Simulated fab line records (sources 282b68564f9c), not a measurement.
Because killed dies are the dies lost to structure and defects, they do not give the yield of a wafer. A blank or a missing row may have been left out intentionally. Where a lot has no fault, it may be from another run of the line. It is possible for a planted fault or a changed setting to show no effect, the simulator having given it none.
fab line records | flow rit-cmos
[record] lots = 14 | wafers = 42 | last-day = 7
route steps=202 shown PWELL@52 PSD@152 SDANNEAL@156 NSD@158 PLDD@159 M1@193
lots that met no fault: taken from a fault-free run of the same line
start-h: start of the lot's first displayed wafer, in hours after the record's first day | wait-h: hours elapsed since this lot's preceding step | " unchanged from the row above | L1.1+2: several wafers, shown together as one row | - no value, or no start was given | * or withheld: withheld | < > ~ a bound
route shown NAME@n: NAME is a module with steps in the file, n the number in the route of the first one | usual: mean/standard deviation of fault-free wafers | same: alike in all rows | chamber/n: place in a boat | sites: readings site by site | _std_site: the values' standard deviation | _edge_site: inner sites' mean taken away from outer sites' mean | radius-mm: how far each site lies from the wafer's centre | mask NAME#n: copy n | behind: the most recent tool/chamber to have shaped the wafer | hold: the reason the lot was held/the length of the hold in hours/how it ended | device: the transistor (n, p or np) that didn't switch | end of line: tests run on the same wafers once the route is complete | where a step has no rows: the recipe by itself | killed: dies that structure and defects cost at the first sort, which is not the same as the wafer's yield | map: shows each die of a wafer: x if killed, . if not, _ if none is there
set.NAME: the run value of the setting; set.NAME@STEP: its run value at that earlier step | model.NAME: the simulator's own value behind a step, which no gauge read
one table for each step of the route and one row for each wafer, over a sample of lots
services: when a tool's chamber went out of use (start-h, in hours from the record's first day, below 0 if earlier), for how many hours, and the reason
[[steps]]
[step RIT_WELLDRIVE_RS_MEAS_02]
[recipe] thk-meas-gauge = four-point-probe
[usual] PWELL_RS = 429.5/1.3
lot.wafer | tool          | chamber | start-h | wait-h | PWELL_RS[ohm/sq]
L237.2    | film-metro-02 | -       | 28.75   | 0.1    | 430.2
L237.3    | "             | -       | "       | "      | 429.9
L237.4    | "             | -       | "       | "      | 431.0
L238.1    | film-metro-01 | -       | 34.27   | 0.1    | 430.1
L238.3    | "             | -       | "       | "      | 428.0
L238.4    | "             | -       | "       | "      | 429.8
L239.1    | film-metro-04 | -       | 38.86   | 0.1    | 428.6
L239.3    | "             | -       | "       | "      | 429.9
L239.6    | "             | -       | "       | "      | 427.9
L240.1    | film-metro-01 | -       | 44.74   | 0.1    | 429.3
L240.2    | "             | -       | "       | "      | 429.2
L240.5    | "             | -       | "       | "      | 427.5
L241.3    | film-metro-02 | -       | 49.10   | 0.1    | 428.8
L241.4    | "             | -       | "       | "      | 430.4
L241.6    | "             | -       | "       | "      | 429.7
L242.2    | film-metro-01 | -       | 53.18   | 0.1    | 427.8
L242.5    | "             | -       | "       | "      | 428.9
L242.6    | "             | -       | "       | "      | 429.5
L243.3    | film-metro-01 | -       | 59.49   | 0.1    | 427.1
L243.4    | "             | -       | "       | "      | 428.7
L243.6    | "             | -       | "       | "      | 429.5
L244.3    | film-metro-02 | -       | 63.98   | 0.1    | 430.8
L244.4    | "             | -       | "       | "      | 431.0
L244.5    | "             | -       | "       | "      | 431.6
L247.1    | film-metro-04 | -       | 78.89   | 0.1    | 430.3
L247.5    | "             | -       | "       | "      | 431.4
L247.6    | "             | -       | "       | "      | 430.8
L249.2    | film-metro-01 | -       | 89.54   | 0.1    | 427.6
L249.4    | "             | -       | "       | "      | 427.8
L249.5    | "             | -       | "       | "      | 428.0
L250.1    | film-metro-04 | -       | 93.15   | 0.1    | 431.9
L250.3    | "             | -       | "       | "      | 430.2
L250.5    | "             | -       | "       | "      | 431.4
L254.2    | film-metro-04 | -       | 113.16  | 0.1    | 430.2
L254.3    | "             | -       | "       | "      | 431.1
L254.5    | "             | -       | "       | "      | 431.7
L256.2    | film-metro-01 | -       | 124.14  | 0.1    | 429.2
L256.5    | "             | -       | "       | "      | 430.3
L256.6    | "             | -       | "       | "      | 428.4
L260.3    | film-metro-04 | -       | 143.04  | 0.1    | 429.1
L260.5    | "             | -       | "       | "      | 430.1
L260.6    | "             | -       | "       | "      | 428.7
[step RIT_PSD_TW_MEAS_10]
[usual] PSD_TW = 3416/35
lot.wafer | tool          | chamber | start-h | wait-h | PSD_TW
L237.2    | film-metro-04 | -       | 50.46   | 0.1    | 3378
L237.3    | "             | -       | "       | "      | 3376
L237.4    | "             | -       | "       | "      | 3388
L238.1    | film-metro-03 | -       | 55.09   | 0.1    | 3416
L238.3    | "             | -       | "       | "      | 3391
L238.4    | "             | -       | "       | "      | 3423
L239.1    | film-metro-03 | -       | 59.05   | 0.1    | 3410
L239.3    | "             | -       | "       | "      | 3395
L239.6    | "             | -       | "       | "      | 3393
L240.1    | film-metro-01 | -       | 68.25   | 0.1    | 3455
L240.2    | "             | -       | "       | "      | 3462
L240.5    | "             | -       | "       | "      | 3445
L241.3    | film-metro-03 | -       | 71.34   | 0.1    | 3385
L241.4    | "             | -       | "       | "      | 3391
L241.6    | "             | -       | "       | "      | 3400
L242.2    | film-metro-03 | -       | 75.66   | 0.1    | 3405
L242.5    | "             | -       | "       | "      | 3408
L242.6    | "             | -       | "       | "      | 3394
L243.3    | film-metro-04 | -       | 81.09   | 0.1    | 3378
L243.4    | "             | -       | "       | "      | 3390
L243.6    | "             | -       | "       | "      | 3393
L244.3    | film-metro-04 | -       | 85.04   | 0.1    | 3372
L244.4    | "             | -       | "       | "      | 3366
L244.5    | "             | -       | "       | "      | 3390
L247.1    | film-metro-04 | -       | 100.22  | 0.1    | 3395
L247.5    | "             | -       | "       | "      | 3401
L247.6    | "             | -       | "       | "      | 3395
L249.2    | film-metro-04 | -       | 109.46  | 0.1    | 3386
L249.4    | "             | -       | "       | "      | 3433
L249.5    | "             | -       | "       | "      | 3390
L250.1    | film-metro-04 | -       | 113.54  | 0.1    | 3411
L250.3    | "             | -       | "       | "      | 3401
L250.5    | "             | -       | "       | "      | 3399
L254.2    | film-metro-04 | -       | 133.79  | 0.1    | 3390
L254.3    | "             | -       | "       | "      | 3379
L254.5    | "             | -       | "       | "      | 3372
L256.2    | film-metro-01 | -       | 145.50  | 0.1    | 3463
L256.5    | "             | -       | "       | "      | 3463
L256.6    | "             | -       | "       | "      | 3456
L260.3    | film-metro-01 | -       | 164.54  | 0.1    | 3455
L260.5    | "             | -       | "       | "      | 3457
L260.6    | "             | -       | "       | "      | 3457
[step RIT_SDANNEAL_RTA_03]
[recipe] temp-c = 1050 | time-s = 5 | idle-temp-c = 600 | ramp-up-c-per-s = 342 | ramp-down-c-per-s = 171 | cool-to-c = 600 | ambient = N2
[usual] wafer_temp_C_max = 1053.5/1.1
lot.wafer | tool          | chamber | start-h | wait-h | wafer_temp_C_max
L237.2    | rtp-anneal-01 | 0       | 50.89   | 0.0    | 1054.1
L237.3    | "             | 0       | "       | "      | 1054.8
L237.4    | "             | 0       | "       | "      | 1056.0
L238.1    | rtp-anneal-02 | 0       | 55.52   | 0.0    | 1053.2
L238.3    | "             | 0       | "       | "      | 1053.2
L238.4    | "             | 0       | "       | "      | 1051.9
L239.1    | rtp-anneal-01 | 0       | 59.47   | 0.0    | 1054.2
L239.3    | "             | 0       | "       | "      | 1055.4
L239.6    | "             | 0       | "       | "      | 1056.8
L240.1    | rtp-anneal-02 | 0       | 68.68   | 0.0    | 1053.5
L240.2    | "             | 0       | "       | "      | 1051.3
L240.5    | "             | 0       | "       | "      | 1052.8
L241.3    | rtp-anneal-01 | 0       | 71.76   | 0.0    | 1053.3
L241.4    | "             | 0       | "       | "      | 1052.3
L241.6    | "             | 0       | "       | "      | 1054.4
L242.2    | rtp-anneal-02 | 0       | 76.11   | 0.0    | 1054.0
L242.5    | "             | 0       | "       | "      | 1051.9
L242.6    | "             | 0       | "       | "      | 1052.6
L243.3    | rtp-anneal-01 | 0       | 81.71   | 0.0    | 1053.3
L243.4    | "             | 0       | "       | "      | 1053.7
L243.6    | "             | 0       | "       | "      | 1054.4
L244.3    | rtp-anneal-02 | 0       | 85.50   | 0.0    | 1054.0
L244.4    | "             | 0       | "       | "      | 1051.5
L244.5    | "             | 0       | "       | "      | 1054.5
L247.1    | rtp-anneal-01 | 0       | 100.65  | 0.0    | 988.6
L247.5    | "             | 0       | "       | "      | 988.0
L247.6    | "             | 0       | "       | "      | 986.9
L249.2    | rtp-anneal-01 | 0       | 109.89  | 0.0    | 989.7
L249.4    | "             | 0       | "       | "      | 988.1
L249.5    | "             | 0       | "       | "      | 989.4
L250.1    | rtp-anneal-02 | 0       | 113.98  | 0.0    | 1054.2
L250.3    | "             | 0       | "       | "      | 1055.2
L250.5    | "             | 0       | "       | "      | 1054.3
L254.2    | rtp-anneal-02 | 0       | 134.21  | 0.0    | 1053.3
L254.3    | "             | 0       | "       | "      | 1053.4
L254.5    | "             | 0       | "       | "      | 1054.1
L256.2    | rtp-anneal-02 | 0       | 145.95  | 0.0    | 1052.7
L256.5    | "             | 0       | "       | "      | 1053.3
L256.6    | "             | 0       | "       | "      | 1053.7
L260.3    | rtp-anneal-02 | 0       | 165.16  | 0.0    | 1053.7
L260.5    | "             | 0       | "       | "      | 1052.4
L260.6    | "             | 0       | "       | "      | 1055.7
[step RIT_SDANNEAL_RS_MEAS_04]
[recipe] thk-meas-gauge = four-point-probe
[usual] PSD_RS = 115.90/0.27
lot.wafer | tool          | chamber | start-h | wait-h | PSD_RS[ohm/sq]
L237.2    | film-metro-01 | -       | 50.96   | 0.1    | 115.32
L237.3    | "             | -       | "       | "      | 115.85
L237.4    | "             | -       | "       | "      | 115.70
L238.1    | film-metro-04 | -       | 55.58   | 0.0    | 116.35
L238.3    | "             | -       | "       | "      | 116.12
L238.4    | "             | -       | "       | "      | 116.30
L239.1    | film-metro-03 | -       | 59.53   | 0.0    | 115.95
L239.3    | "             | -       | "       | "      | 115.63
L239.6    | "             | -       | "       | "      | 115.97
L240.1    | film-metro-01 | -       | 68.73   | 0.0    | 115.96
L240.2    | "             | -       | "       | "      | 115.92
L240.5    | "             | -       | "       | "      | 115.93
L241.3    | film-metro-04 | -       | 71.84   | 0.1    | 116.11
L241.4    | "             | -       | "       | "      | 116.03
L241.6    | "             | -       | "       | "      | 116.55
L242.2    | film-metro-04 | -       | 76.18   | 0.1    | 115.88
L242.5    | "             | -       | "       | "      | 116.10
L242.6    | "             | -       | "       | "      | 116.07
L243.3    | film-metro-03 | -       | 81.79   | 0.1    | 115.90
L243.4    | "             | -       | "       | "      | 115.52
L243.6    | "             | -       | "       | "      | 115.52
L244.3    | film-metro-04 | -       | 85.58   | 0.1    | 115.63
L244.4    | "             | -       | "       | "      | 115.69
L244.5    | "             | -       | "       | "      | 115.57
L247.1    | film-metro-01 | -       | 100.70  | 0.0    | 165.99
L247.5    | "             | -       | "       | "      | 166.49
L247.6    | "             | -       | "       | "      | 166.99
L249.2    | film-metro-01 | -       | 109.96  | 0.1    | 165.76
L249.4    | "             | -       | "       | "      | 165.60
L249.5    | "             | -       | "       | "      | 165.81
L250.1    | film-metro-04 | -       | 114.04  | 0.0    | 116.27
L250.3    | "             | -       | "       | "      | 115.75
L250.5    | "             | -       | "       | "      | 115.90
L254.2    | film-metro-01 | -       | 134.28  | 0.1    | 115.83
L254.3    | "             | -       | "       | "      | 115.72
L254.5    | "             | -       | "       | "      | 115.93
L256.2    | film-metro-04 | -       | 146.01  | 0.1    | 116.16
L256.5    | "             | -       | "       | "      | 115.58
L256.6    | "             | -       | "       | "      | 116.22
L260.3    | film-metro-01 | -       | 165.24  | 0.1    | 115.81
L260.5    | "             | -       | "       | "      | 115.90
L260.6    | "             | -       | "       | "      | 116.12
[step RIT_SDANNEAL_RS_MEAS_05]
[recipe] thk-meas-gauge = four-point-probe
[usual] NSD_RS = 84.55/0.3
lot.wafer | tool          | chamber | start-h | wait-h | NSD_RS[ohm/sq]
L237.2    | film-metro-01 | -       | 51.08   | 0.1    | 84.65
L237.3    | "             | -       | "       | "      | 84.42
L237.4    | "             | -       | "       | "      | 84.27
L238.1    | film-metro-04 | -       | 55.70   | 0.1    | 83.93
L238.3    | "             | -       | "       | "      | 84.29
L238.4    | "             | -       | "       | "      | 84.21
L239.1    | film-metro-03 | -       | 59.65   | 0.1    | 84.64
L239.3    | "             | -       | "       | "      | 84.53
L239.6    | "             | -       | "       | "      | 84.49
L240.1    | film-metro-01 | -       | 68.85   | 0.1    | 84.01
L240.2    | "             | -       | "       | "      | 83.85
L240.5    | "             | -       | "       | "      | 83.76
L241.3    | film-metro-04 | -       | 71.96   | 0.1    | 84.64
L241.4    | "             | -       | "       | "      | 84.63
L241.6    | "             | -       | "       | "      | 84.82
L242.2    | film-metro-04 | -       | 76.30   | 0.1    | 84.31
L242.5    | "             | -       | "       | "      | 84.37
L242.6    | "             | -       | "       | "      | 84.31
L243.3    | film-metro-03 | -       | 81.91   | 0.1    | 84.75
L243.4    | "             | -       | "       | "      | 84.86
L243.6    | "             | -       | "       | "      | 84.93
L244.3    | film-metro-04 | -       | 85.70   | 0.1    | 84.51
L244.4    | "             | -       | "       | "      | 84.16
L244.5    | "             | -       | "       | "      | 84.30
L247.1    | film-metro-01 | -       | 100.82  | 0.1    | 87.41
L247.5    | "             | -       | "       | "      | 87.58
L247.6    | "             | -       | "       | "      | 87.56
L249.2    | film-metro-01 | -       | 110.08  | 0.1    | 87.66
L249.4    | "             | -       | "       | "      | 87.67
L249.5    | "             | -       | "       | "      | 87.62
L250.1    | film-metro-04 | -       | 114.16  | 0.1    | 84.73
L250.3    | "             | -       | "       | "      | 84.79
L250.5    | "             | -       | "       | "      | 84.30
L254.2    | film-metro-01 | -       | 134.40  | 0.1    | 84.10
L254.3    | "             | -       | "       | "      | 84.02
L254.5    | "             | -       | "       | "      | 83.88
L256.2    | film-metro-04 | -       | 146.13  | 0.1    | 84.26
L256.5    | "             | -       | "       | "      | 84.48
L256.6    | "             | -       | "       | "      | 84.70
L260.3    | film-metro-01 | -       | 165.36  | 0.1    | 84.43
L260.5    | "             | -       | "       | "      | 84.44
L260.6    | "             | -       | "       | "      | 84.69
[step RIT_SDANNEAL_RS_MEAS_06]
[recipe] thk-meas-gauge = four-point-probe
[usual] PLDD_RS = 178.6/0.38
lot.wafer | tool          | chamber | start-h | wait-h | PLDD_RS[ohm/sq]
L237.2    | film-metro-01 | -       | 51.20   | 0.1    | 177.9
L237.3    | "             | -       | "       | "      | 177.9
L237.4    | "             | -       | "       | "      | 177.9
L238.1    | film-metro-04 | -       | 55.82   | 0.1    | 178.6
L238.3    | "             | -       | "       | "      | 179.0
L238.4    | "             | -       | "       | "      | 179.3
L239.1    | film-metro-03 | -       | 59.77   | 0.1    | 178.4
L239.3    | "             | -       | "       | "      | 178.0
L239.6    | "             | -       | "       | "      | 178.0
L240.1    | film-metro-01 | -       | 68.97   | 0.1    | 178.7
L240.2    | "             | -       | "       | "      | 178.4
L240.5    | "             | -       | "       | "      | 178.9
L241.3    | film-metro-04 | -       | 72.08   | 0.1    | 178.3
L241.4    | "             | -       | "       | "      | 178.3
L241.6    | "             | -       | "       | "      | 178.9
L242.2    | film-metro-04 | -       | 76.42   | 0.1    | 179.1
L242.5    | "             | -       | "       | "      | 178.6
L242.6    | "             | -       | "       | "      | 179.2
L243.3    | film-metro-03 | -       | 82.03   | 0.1    | 178.8
L243.4    | "             | -       | "       | "      | 178.4
L243.6    | "             | -       | "       | "      | 178.1
L244.3    | film-metro-04 | -       | 85.82   | 0.1    | 179.0
L244.4    | "             | -       | "       | "      | 178.9
L244.5    | "             | -       | "       | "      | 178.7
L247.1    | film-metro-01 | -       | 100.94  | 0.1    | 246.1
L247.5    | "             | -       | "       | "      | 246.7
L247.6    | "             | -       | "       | "      | 246.2
L249.2    | film-metro-01 | -       | 110.20  | 0.1    | 245.9
L249.4    | "             | -       | "       | "      | 245.6
L249.5    | "             | -       | "       | "      | 245.7
L250.1    | film-metro-04 | -       | 114.28  | 0.1    | 178.1
L250.3    | "             | -       | "       | "      | 178.2
L250.5    | "             | -       | "       | "      | 177.7
L254.2    | film-metro-01 | -       | 134.52  | 0.1    | 178.5
L254.3    | "             | -       | "       | "      | 178.4
L254.5    | "             | -       | "       | "      | 178.3
L256.2    | film-metro-04 | -       | 146.25  | 0.1    | 178.9
L256.5    | "             | -       | "       | "      | 178.1
L256.6    | "             | -       | "       | "      | 179.1
L260.3    | film-metro-01 | -       | 165.48  | 0.1    | 179.1
L260.5    | "             | -       | "       | "      | 178.4
L260.6    | "             | -       | "       | "      | 178.7
[step RIT_M1_CD_MEAS_09]
[recipe] target-cd-nm = 2600
[usual] cd-nm = 2600.0/2.6
lot.wafer | tool      | chamber | start-h | wait-h | cd-nm
L237.2    | cd-sem-02 | -       | 55.66   | -      | 2602.3
L237.3    | "         | -       | "       | "      | 2605.1
L237.4    | "         | -       | "       | "      | 2603.4
L238.1    | cd-sem-01 | -       | 60.35   | -      | 2600.4
L238.3    | "         | -       | "       | "      | 2601.2
L238.4    | "         | -       | "       | "      | 2600.3
L239.1    | cd-sem-01 | -       | 64.37   | -      | 2597.7
L239.3    | "         | -       | "       | "      | 2599.7
L239.6    | "         | -       | "       | "      | 2596.8
L240.1    | cd-sem-02 | -       | 73.64   | -      | 2603.8
L240.2    | "         | -       | "       | "      | 2601.8
L240.5    | "         | -       | "       | "      | 2603.8
L241.3    | cd-sem-02 | -       | 76.77   | -      | 2598.7
L241.4    | "         | -       | "       | "      | 2598.2
L241.6    | "         | -       | "       | "      | 2596.9
L242.2    | cd-sem-02 | -       | 81.08   | -      | 2601.3
L242.5    | "         | -       | "       | "      | 2601.2
L242.6    | "         | -       | "       | "      | 2603.1
L243.3    | cd-sem-02 | -       | 86.71   | -      | 2601.7
L243.4    | "         | -       | "       | "      | 2602.2
L243.6    | "         | -       | "       | "      | 2602.9
L244.3    | cd-sem-02 | -       | 90.43   | -      | 2600.1
L244.4    | "         | -       | "       | "      | 2600.7
L244.5    | "         | -       | "       | "      | 2601.6
L247.1    | cd-sem-02 | -       | 105.60  | -      | 2600.5
L247.5    | "         | -       | "       | "      | 2602.9
L247.6    | "         | -       | "       | "      | 2601.7
L250.1    | cd-sem-01 | -       | 118.89  | -      | 2603.0
L250.3    | "         | -       | "       | "      | 2601.3
L250.5    | "         | -       | "       | "      | 2602.7
L254.2    | cd-sem-01 | -       | 139.42  | -      | 2603.9
L254.3    | "         | -       | "       | "      | 2603.2
L254.5    | "         | -       | "       | "      | 2605.5
L256.2    | cd-sem-02 | -       | 150.78  | -      | 2593.7
L256.5    | "         | -       | "       | "      | 2595.4
L256.6    | "         | -       | "       | "      | 2596.2
L260.3    | cd-sem-01 | -       | 170.06  | -      | 2600.1
L260.5    | "         | -       | "       | "      | 2599.0
L260.6    | "         | -       | "       | "      | 2599.8
[[services]]
tool          | chamber | start-h | hours | kind
rtp-anneal-02 | -       | 59.20   | 3.2   | pm
[[key]]
[first-sign] step = RIT_SDANNEAL_RTA_03 | reading = wafer_temp_C_max | direction = down | sigmas = 57 | usual = * | struck = *
[effect] step = RIT_SDANNEAL_RS_MEAS_04 | reading = PSD_RS | direction = up | sigmas = 99+ | usual = 115.90 | struck = 166.10
[effect] step = RIT_SDANNEAL_RS_MEAS_05 | reading = NSD_RS | direction = up | sigmas = 10 | usual = 84.55 | struck = 87.58
[effect] step = RIT_SDANNEAL_RS_MEAS_06 | reading = PLDD_RS | direction = up | sigmas = 99+ | usual = 178.6 | struck = 246.0
met-at RIT_SDANNEAL_RTA_03
struck-lots L247,L249
rows-end L249.2,L249.4,L249.5
tester-left-out L247
not-acting-at RIT_WELLDRIVE_RS_MEAS_02,RIT_PSD_TW_MEAS_10,RIT_M1_CD_MEAS_09
onset-between 81.71 100.65
[fault] kind = process-parameter-drift | tool = rtp-anneal-01 | chamber = - | onset-h = 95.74 | steps = RIT_SDANNEAL_RTA_03 | channel = temp-c | offset = * | shape = step | end-h = 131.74 | acts-in = * | stated = *
// tester-left-out: of these lots the tester's yield and bins aren't shown, on N5 and GAA mostly nor the transistor test; their killed dies are dies lost to structure and defects alone, not to doping, threshold or leakage, so they don't give the yield
// rows-end: these wafers met a further fault down the route, and their rows from its step on are left out
